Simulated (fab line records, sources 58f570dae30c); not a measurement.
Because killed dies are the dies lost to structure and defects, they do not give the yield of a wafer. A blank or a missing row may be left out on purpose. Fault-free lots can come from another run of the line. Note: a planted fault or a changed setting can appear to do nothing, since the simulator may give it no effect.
A sampling plan put to the test / flow berkeley cmos170 / 38 faults told of in these records, all on one fab line, each judged by the records of the lots it struck
The plan consists of the line's own looks: route steps at which the wafer is read by a gauge or an inspection but not changed. Where struck wafers have a number at a look and the file lists that look's usual mean and standard deviation on fault-free wafers, the look can be judged. Caught: 4 or more of those standard deviations (sigma) separate the usual mean from the mean of the struck wafers at a look after the fault's first step. On the tool: here the same test is run on the tool's own readings at the fault's steps. Caught also covers a different recipe on the struck wafers, or a record left blank for those wafers only.

== THE FAULTS, as the simulator had put them in ==
1. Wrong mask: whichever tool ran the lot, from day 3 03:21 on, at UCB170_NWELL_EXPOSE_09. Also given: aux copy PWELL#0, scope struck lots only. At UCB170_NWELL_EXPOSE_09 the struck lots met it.
2. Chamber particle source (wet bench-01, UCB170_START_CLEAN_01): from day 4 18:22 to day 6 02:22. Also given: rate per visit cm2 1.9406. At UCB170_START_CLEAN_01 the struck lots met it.
3. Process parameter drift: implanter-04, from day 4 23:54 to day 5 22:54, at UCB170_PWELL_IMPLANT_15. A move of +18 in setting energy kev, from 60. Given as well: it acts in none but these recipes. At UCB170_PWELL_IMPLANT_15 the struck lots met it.
4. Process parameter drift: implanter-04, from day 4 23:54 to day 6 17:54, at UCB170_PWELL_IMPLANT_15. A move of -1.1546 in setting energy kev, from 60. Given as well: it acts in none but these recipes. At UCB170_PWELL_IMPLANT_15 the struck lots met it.
5. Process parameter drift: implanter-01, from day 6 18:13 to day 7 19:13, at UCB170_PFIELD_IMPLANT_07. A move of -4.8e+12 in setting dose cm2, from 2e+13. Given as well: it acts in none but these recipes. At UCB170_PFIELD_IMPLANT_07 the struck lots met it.
6. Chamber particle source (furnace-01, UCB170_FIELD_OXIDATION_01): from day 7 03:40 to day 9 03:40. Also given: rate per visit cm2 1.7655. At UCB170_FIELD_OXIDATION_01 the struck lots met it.
7. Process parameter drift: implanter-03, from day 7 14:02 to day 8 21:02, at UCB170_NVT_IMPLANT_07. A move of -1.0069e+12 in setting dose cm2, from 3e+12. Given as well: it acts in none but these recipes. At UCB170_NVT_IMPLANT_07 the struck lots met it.
8. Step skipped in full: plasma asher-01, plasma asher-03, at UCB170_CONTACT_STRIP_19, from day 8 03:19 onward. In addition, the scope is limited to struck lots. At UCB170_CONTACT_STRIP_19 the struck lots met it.
9. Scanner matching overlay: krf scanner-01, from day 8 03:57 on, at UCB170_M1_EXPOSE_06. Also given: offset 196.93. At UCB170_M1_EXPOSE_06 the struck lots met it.
10. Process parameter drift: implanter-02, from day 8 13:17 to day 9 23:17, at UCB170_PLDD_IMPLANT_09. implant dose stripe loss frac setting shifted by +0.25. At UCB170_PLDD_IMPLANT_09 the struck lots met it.
11. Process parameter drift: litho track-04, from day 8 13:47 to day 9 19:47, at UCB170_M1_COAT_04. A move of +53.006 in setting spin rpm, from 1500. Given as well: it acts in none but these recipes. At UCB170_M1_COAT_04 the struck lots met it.
12. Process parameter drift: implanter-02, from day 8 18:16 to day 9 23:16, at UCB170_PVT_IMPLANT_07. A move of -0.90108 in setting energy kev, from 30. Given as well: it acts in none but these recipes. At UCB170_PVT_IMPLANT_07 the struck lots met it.
13. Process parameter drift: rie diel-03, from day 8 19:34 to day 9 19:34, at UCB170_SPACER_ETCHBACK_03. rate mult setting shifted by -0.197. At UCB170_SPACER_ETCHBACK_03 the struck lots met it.
14. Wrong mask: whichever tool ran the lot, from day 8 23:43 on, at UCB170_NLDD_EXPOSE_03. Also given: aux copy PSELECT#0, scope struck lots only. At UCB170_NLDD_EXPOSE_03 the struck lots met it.
15. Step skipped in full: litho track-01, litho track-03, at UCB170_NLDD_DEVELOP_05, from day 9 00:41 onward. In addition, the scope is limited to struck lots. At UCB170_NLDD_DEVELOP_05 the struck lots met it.
16. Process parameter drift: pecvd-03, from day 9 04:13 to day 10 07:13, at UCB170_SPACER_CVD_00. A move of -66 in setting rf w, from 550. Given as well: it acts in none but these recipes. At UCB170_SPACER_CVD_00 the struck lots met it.
17. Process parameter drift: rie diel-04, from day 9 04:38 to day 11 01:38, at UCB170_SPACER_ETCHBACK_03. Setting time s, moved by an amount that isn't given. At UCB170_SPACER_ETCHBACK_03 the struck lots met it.
18. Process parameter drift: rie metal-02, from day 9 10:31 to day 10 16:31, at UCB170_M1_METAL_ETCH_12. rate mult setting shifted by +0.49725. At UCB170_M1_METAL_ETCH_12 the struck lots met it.
19. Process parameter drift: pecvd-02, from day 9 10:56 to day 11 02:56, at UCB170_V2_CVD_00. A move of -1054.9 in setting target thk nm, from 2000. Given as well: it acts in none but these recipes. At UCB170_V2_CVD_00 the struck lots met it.
20. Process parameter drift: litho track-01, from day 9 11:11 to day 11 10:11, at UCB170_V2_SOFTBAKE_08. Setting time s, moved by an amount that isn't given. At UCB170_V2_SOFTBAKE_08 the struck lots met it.
21. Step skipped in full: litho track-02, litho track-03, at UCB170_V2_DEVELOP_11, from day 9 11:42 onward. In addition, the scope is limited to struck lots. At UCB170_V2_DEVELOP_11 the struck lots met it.
22. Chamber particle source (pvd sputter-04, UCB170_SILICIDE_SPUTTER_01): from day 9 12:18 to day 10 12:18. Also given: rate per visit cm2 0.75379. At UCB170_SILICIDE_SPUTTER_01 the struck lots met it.
23. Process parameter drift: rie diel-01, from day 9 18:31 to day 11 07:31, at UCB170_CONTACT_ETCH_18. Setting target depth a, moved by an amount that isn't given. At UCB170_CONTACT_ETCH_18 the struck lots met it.
24. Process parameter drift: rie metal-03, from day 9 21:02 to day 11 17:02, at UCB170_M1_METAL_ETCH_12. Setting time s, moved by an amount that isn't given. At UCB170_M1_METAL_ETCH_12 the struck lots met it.
25. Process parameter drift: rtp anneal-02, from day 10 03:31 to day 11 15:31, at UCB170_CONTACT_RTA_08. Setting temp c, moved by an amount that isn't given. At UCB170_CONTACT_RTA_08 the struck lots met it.
26. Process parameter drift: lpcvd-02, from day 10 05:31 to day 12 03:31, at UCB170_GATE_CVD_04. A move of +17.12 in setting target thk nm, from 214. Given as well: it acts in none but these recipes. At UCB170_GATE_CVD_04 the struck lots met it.
27. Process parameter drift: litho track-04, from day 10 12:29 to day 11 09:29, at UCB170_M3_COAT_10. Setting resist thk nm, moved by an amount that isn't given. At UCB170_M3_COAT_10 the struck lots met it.
28. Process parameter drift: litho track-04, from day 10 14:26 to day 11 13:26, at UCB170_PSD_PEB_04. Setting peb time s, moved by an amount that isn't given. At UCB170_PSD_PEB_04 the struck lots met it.
29. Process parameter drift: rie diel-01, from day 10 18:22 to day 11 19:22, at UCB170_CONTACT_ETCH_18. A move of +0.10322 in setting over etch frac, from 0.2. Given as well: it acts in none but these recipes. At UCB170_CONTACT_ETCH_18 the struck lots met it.
30. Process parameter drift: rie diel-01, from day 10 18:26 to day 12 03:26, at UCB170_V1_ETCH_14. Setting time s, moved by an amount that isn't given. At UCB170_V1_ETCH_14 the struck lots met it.
31. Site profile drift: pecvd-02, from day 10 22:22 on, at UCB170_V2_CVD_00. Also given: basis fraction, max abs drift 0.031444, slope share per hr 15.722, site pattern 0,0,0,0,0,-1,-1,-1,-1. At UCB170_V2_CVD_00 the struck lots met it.
32. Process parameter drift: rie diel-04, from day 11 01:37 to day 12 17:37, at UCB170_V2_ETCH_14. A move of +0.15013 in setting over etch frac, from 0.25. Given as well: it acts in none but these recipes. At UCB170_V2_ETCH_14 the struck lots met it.
33. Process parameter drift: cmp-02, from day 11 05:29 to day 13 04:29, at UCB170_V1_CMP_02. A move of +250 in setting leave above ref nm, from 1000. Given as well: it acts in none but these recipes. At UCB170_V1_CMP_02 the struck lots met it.
34. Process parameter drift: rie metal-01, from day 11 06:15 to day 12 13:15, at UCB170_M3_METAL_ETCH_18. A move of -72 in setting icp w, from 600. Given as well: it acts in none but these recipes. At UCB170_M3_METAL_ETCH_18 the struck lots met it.
35. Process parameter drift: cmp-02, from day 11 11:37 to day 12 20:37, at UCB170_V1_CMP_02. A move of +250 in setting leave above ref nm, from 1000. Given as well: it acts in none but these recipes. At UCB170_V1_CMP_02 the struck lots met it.
36. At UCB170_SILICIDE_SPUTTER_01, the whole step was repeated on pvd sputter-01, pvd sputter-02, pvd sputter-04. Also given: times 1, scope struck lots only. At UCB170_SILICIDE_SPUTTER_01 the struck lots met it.
37. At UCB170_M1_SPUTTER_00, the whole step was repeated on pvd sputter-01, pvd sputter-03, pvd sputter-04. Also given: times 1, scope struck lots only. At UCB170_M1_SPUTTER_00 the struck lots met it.
38. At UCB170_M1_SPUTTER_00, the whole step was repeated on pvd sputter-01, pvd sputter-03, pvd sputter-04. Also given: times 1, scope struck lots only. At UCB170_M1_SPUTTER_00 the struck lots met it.

== WHAT THE PLAN SAW ==
fault=1; on the tool itself=no reading that can be judged; first look that catches it=UCB170_NWELL_TW_MEAS_16; reading, sigma=NWELL_TW -75; median hours from its first step to that look=0.8; hours from the fault's start to the first struck lot there=4; judged looks passed uncaught=0
fault=2; on the tool itself=no reading that can be judged; first look that catches it=no look after it can be judged; reading, sigma=-; median hours from its first step to that look=-; hours from the fault's start to the first struck lot there=-; judged looks passed uncaught=0
fault=3; on the tool itself=beam energy keV +99 or beyond sigma; first look that catches it=no look after it can be judged; reading, sigma=-; median hours from its first step to that look=-; hours from the fault's start to the first struck lot there=-; judged looks passed uncaught=0
fault=4; on the tool itself=beam energy keV -64 sigma; first look that catches it=no look after it can be judged; reading, sigma=-; median hours from its first step to that look=-; hours from the fault's start to the first struck lot there=-; judged looks passed uncaught=0
fault=5; on the tool itself=dose ions cm2 -99 or beyond sigma; first look that catches it=UCB170_PFIELD_TW_MEAS_09; reading, sigma=PFIELD_TW -8.9; median hours from its first step to that look=0.2; hours from the fault's start to the first struck lot there=1; judged looks passed uncaught=0
fault=6; on the tool itself=under 2 sigma; first look that catches it=not the one look that can be judged after it; reading, sigma=-; median hours from its first step to that look=-; hours from the fault's start to the first struck lot there=-; judged looks passed uncaught=1
fault=7; on the tool itself=dose ions cm2 -99 or beyond sigma; first look that catches it=UCB170_NVT_TW_MEAS_09; reading, sigma=NVT_TW -15; median hours from its first step to that look=0.2; hours from the fault's start to the first struck lot there=17; judged looks passed uncaught=0
fault=8; on the tool itself=no reading that can be judged; first look that catches it=not the one look that can be judged after it; reading, sigma=-; median hours from its first step to that look=-; hours from the fault's start to the first struck lot there=-; judged looks passed uncaught=1
fault=9; on the tool itself=no reading that can be judged; first look that catches it=UCB170_M1_OVL_MEAS_10; reading, sigma=M1_OVL +35; median hours from its first step to that look=0.5; hours from the fault's start to the first struck lot there=1; judged looks passed uncaught=0
fault=10; on the tool itself=no reading that can be judged; first look that catches it=UCB170_PLDD_TW_MEAS_11; reading, sigma=PLDD_TW -4.6; median hours from its first step to that look=0.2; hours from the fault's start to the first struck lot there=9; judged looks passed uncaught=0
fault=11; on the tool itself=spin speed rpm +48 sigma; first look that catches it=not the one look that can be judged after it; reading, sigma=-; median hours from its first step to that look=-; hours from the fault's start to the first struck lot there=-; judged looks passed uncaught=1
fault=12; on the tool itself=beam energy keV -89 sigma; first look that catches it=no look after it can be judged; reading, sigma=-; median hours from its first step to that look=-; hours from the fault's start to the first struck lot there=-; judged looks passed uncaught=0
fault=13; on the tool itself=only faintly: oes product au -3.8 sigma; first look that catches it=no look after it can be judged; reading, sigma=-; median hours from its first step to that look=-; hours from the fault's start to the first struck lot there=-; judged looks passed uncaught=0
fault=14; on the tool itself=under 2 sigma; first look that catches it=UCB170_NLDD_TW_MEAS_11; reading, sigma=NLDD_TW -99 or beyond; median hours from its first step to that look=1.8; hours from the fault's start to the first struck lot there=2; judged looks passed uncaught=0
fault=15; on the tool itself=no reading that can be judged; first look that catches it=no look after it can be judged; reading, sigma=-; median hours from its first step to that look=-; hours from the fault's start to the first struck lot there=-; judged looks passed uncaught=0
fault=16; on the tool itself=rf fwd power W -34 sigma; first look that catches it=not the one look that can be judged after it; reading, sigma=strongest: SPACER_TEOS_THK at UCB170_SPACER_THK_MEAS_01, -2.6; median hours from its first step to that look=-; hours from the fault's start to the first struck lot there=-; judged looks passed uncaught=1
fault=17; on the tool itself=run length s -84 sigma; first look that catches it=no look after it can be judged; reading, sigma=-; median hours from its first step to that look=-; hours from the fault's start to the first struck lot there=-; judged looks passed uncaught=0
fault=18; on the tool itself=under 2 sigma; first look that catches it=UCB170_M1_CD_MEAS_90; reading, sigma=cd nm -7.6; median hours from its first step to that look=0.2; hours from the fault's start to the first struck lot there=10; judged looks passed uncaught=0
fault=19; on the tool itself=under 2 sigma; first look that catches it=UCB170_V2_THK_MEAS_01; reading, sigma=V2_TEOS_THK -40; median hours from its first step to that look=0.2; hours from the fault's start to the first struck lot there=20; judged looks passed uncaught=0
fault=20; on the tool itself=heater power total W +99 or beyond sigma; first look that catches it=UCB170_V2_CD_MEAS_12; reading, sigma=cd nm -8.4; median hours from its first step to that look=0.9; hours from the fault's start to the first struck lot there=1; judged looks passed uncaught=0
fault=21; on the tool itself=no reading that can be judged; first look that catches it=no look after it can be judged; reading, sigma=-; median hours from its first step to that look=-; hours from the fault's start to the first struck lot there=-; judged looks passed uncaught=0
fault=22; on the tool itself=under 2 sigma; first look that catches it=not the one look that can be judged after it; reading, sigma=-; median hours from its first step to that look=-; hours from the fault's start to the first struck lot there=-; judged looks passed uncaught=1
fault=23; on the tool itself=under 2 sigma; first look that catches it=no look after it can be judged; reading, sigma=-; median hours from its first step to that look=-; hours from the fault's start to the first struck lot there=-; judged looks passed uncaught=0
fault=24; on the tool itself=run length s +57 sigma; first look that catches it=UCB170_M1_CD_MEAS_90; reading, sigma=cd nm -5.5; median hours from its first step to that look=0.2; hours from the fault's start to the first struck lot there=2; judged looks passed uncaught=0
fault=25; on the tool itself=lamp power pct +11 sigma; first look that catches it=no look after it can be judged; reading, sigma=-; median hours from its first step to that look=-; hours from the fault's start to the first struck lot there=-; judged looks passed uncaught=0
fault=26; on the tool itself=under 2 sigma; first look that catches it=UCB170_GATE_THK_MEAS_05; reading, sigma=GATE_POLY_THK +8.1; median hours from its first step to that look=1.4; hours from the fault's start to the first struck lot there=3; judged looks passed uncaught=0
fault=27; on the tool itself=no reading that can be judged; first look that catches it=none of the 2 looks that can be judged after it; reading, sigma=strongest: cd nm at UCB170_M3_CD_MEAS_15, +3.1; median hours from its first step to that look=-; hours from the fault's start to the first struck lot there=-; judged looks passed uncaught=2
fault=28; on the tool itself=no reading that can be judged; first look that catches it=UCB170_PSD_CD_MEAS_06; reading, sigma=cd nm +14; median hours from its first step to that look=0.3; hours from the fault's start to the first struck lot there=10; judged looks passed uncaught=0
fault=29; on the tool itself=only faintly: oes product au -3.3 sigma; first look that catches it=no look after it can be judged; reading, sigma=-; median hours from its first step to that look=-; hours from the fault's start to the first struck lot there=-; judged looks passed uncaught=0
fault=30; on the tool itself=run length s +62 sigma; first look that catches it=no look after it can be judged; reading, sigma=-; median hours from its first step to that look=-; hours from the fault's start to the first struck lot there=-; judged looks passed uncaught=0
fault=31; on the tool itself=under 2 sigma; first look that catches it=UCB170_V2_THK_MEAS_04; reading, sigma=V2_POLISHED_THK -24; median hours from its first step to that look=0.6; hours from the fault's start to the first struck lot there=12; judged looks passed uncaught=0
fault=32; on the tool itself=oes product au -4.7 sigma; first look that catches it=no look after it can be judged; reading, sigma=-; median hours from its first step to that look=-; hours from the fault's start to the first struck lot there=-; judged looks passed uncaught=0
fault=33; on the tool itself=under 2 sigma; first look that catches it=UCB170_V1_THK_MEAS_04; reading, sigma=V1_POLISHED_THK +99 or beyond; median hours from its first step to that look=0.4; hours from the fault's start to the first struck lot there=0; judged looks passed uncaught=0
fault=34; on the tool itself=rf fwd power W -33 sigma; first look that catches it=not the one look that can be judged after it; reading, sigma=-; median hours from its first step to that look=-; hours from the fault's start to the first struck lot there=-; judged looks passed uncaught=1
fault=35; on the tool itself=under 2 sigma; first look that catches it=UCB170_V1_THK_MEAS_04; reading, sigma=V1_POLISHED_THK +99 or beyond; median hours from its first step to that look=0.4; hours from the fault's start to the first struck lot there=6; judged looks passed uncaught=0
fault=36; on the tool itself=under 2 sigma; first look that catches it=UCB170_SILICIDE_RS_MEAS_02; reading, sigma=SILICIDE_TI_RS -37; median hours from its first step to that look=0.3; hours from the fault's start to the first struck lot there=-; judged looks passed uncaught=0
fault=37; on the tool itself=under 2 sigma; first look that catches it=UCB170_M1_RS_MEAS_01; reading, sigma=M1_AL_RS -49; median hours from its first step to that look=0.3; hours from the fault's start to the first struck lot there=-; judged looks passed uncaught=0
fault=38; on the tool itself=under 2 sigma; first look that catches it=UCB170_M1_RS_MEAS_01; reading, sigma=M1_AL_RS -49; median hours from its first step to that look=0.3; hours from the fault's start to the first struck lot there=-; judged looks passed uncaught=0
Dash: fault not caught, or number not given in these records.

Caught at a look: 18 of 38. Caught on the tool: 14 of 38. By one or the other: 28 of 38.
Caught on the tool alone: faults 3, 4, 11, 12, 16, 17, 25, 30, 32, 34.
Caught at a look alone: faults 1, 9, 10, 14, 18, 19, 26, 28, 31, 33, 35, 36, 37, 38.
Caught by neither: faults 2, 6, 8, 13, 15, 21, 22, 23, 27, 29.

== THINNER SAMPLING ==
If the look that catches a fault measured only every second or every third lot, by lot number, the first struck lot would be measured this late in the worst case:
fault=1; struck lots at that look, in order of time=L861; every lot=4 h; every second lot=may miss it; every third lot=may miss it
fault=5; struck lots at that look, in order of time=L161, L162; every lot=1 h; every second lot=9 h; every third lot=may miss all 2
fault=7; struck lots at that look, in order of time=L224, L225; every lot=17 h; every second lot=18 h; every third lot=may miss all 2
fault=9; struck lots at that look, in order of time=L321, L322, L325; every lot=1 h; every second lot=1 h; every third lot=may miss all 3
fault=10; struck lots at that look, in order of time=L256, L261; every lot=9 h; every second lot=31 h; every third lot=may miss all 2
fault=14; struck lots at that look, in order of time=L310; every lot=2 h; every second lot=may miss it; every third lot=may miss it
fault=18; struck lots at that look, in order of time=L407, L410; every lot=10 h; every second lot=13 h; every third lot=may miss all 2
fault=19; struck lots at that look, in order of time=L435, L438; every lot=20 h; every second lot=21 h; every third lot=may miss all 2
fault=20; struck lots at that look, in order of time=L322, L324; every lot=1 h; every second lot=may miss all 2; every third lot=may miss all 2
fault=24; struck lots at that look, in order of time=L936, L937; every lot=2 h; every second lot=25 h; every third lot=may miss all 2
fault=26; struck lots at that look, in order of time=L429, L427; every lot=3 h; every second lot=may miss all 2; every third lot=may miss all 2
fault=28; struck lots at that look, in order of time=L377, L374; every lot=10 h; every second lot=10 h; every third lot=may miss all 2
fault=31; struck lots at that look, in order of time=L178, L176, L181; every lot=12 h; every second lot=26 h; every third lot=may miss all 3
fault=33; struck lots at that look, in order of time=L683, L682, L685; every lot=0 h; every second lot=1 h; every third lot=may miss all 3
fault=35; struck lots at that look, in order of time=L444, L445; every lot=6 h; every second lot=7 h; every third lot=may miss all 2
Hours are from the fault's start to the first struck lot that is measured. The limit of 4 sigma was tested on all struck wafers together, so one lot alone may lie under it. Other struck lots may not be in these records.

== THE LONGEST TIMED WAY FROM STEP TO LOOK ==
For fault 14, UCB170_NLDD_EXPOSE_03 and UCB170_NLDD_TW_MEAS_11 are separated by a median of 1.8 hours. No look between them can be judged.
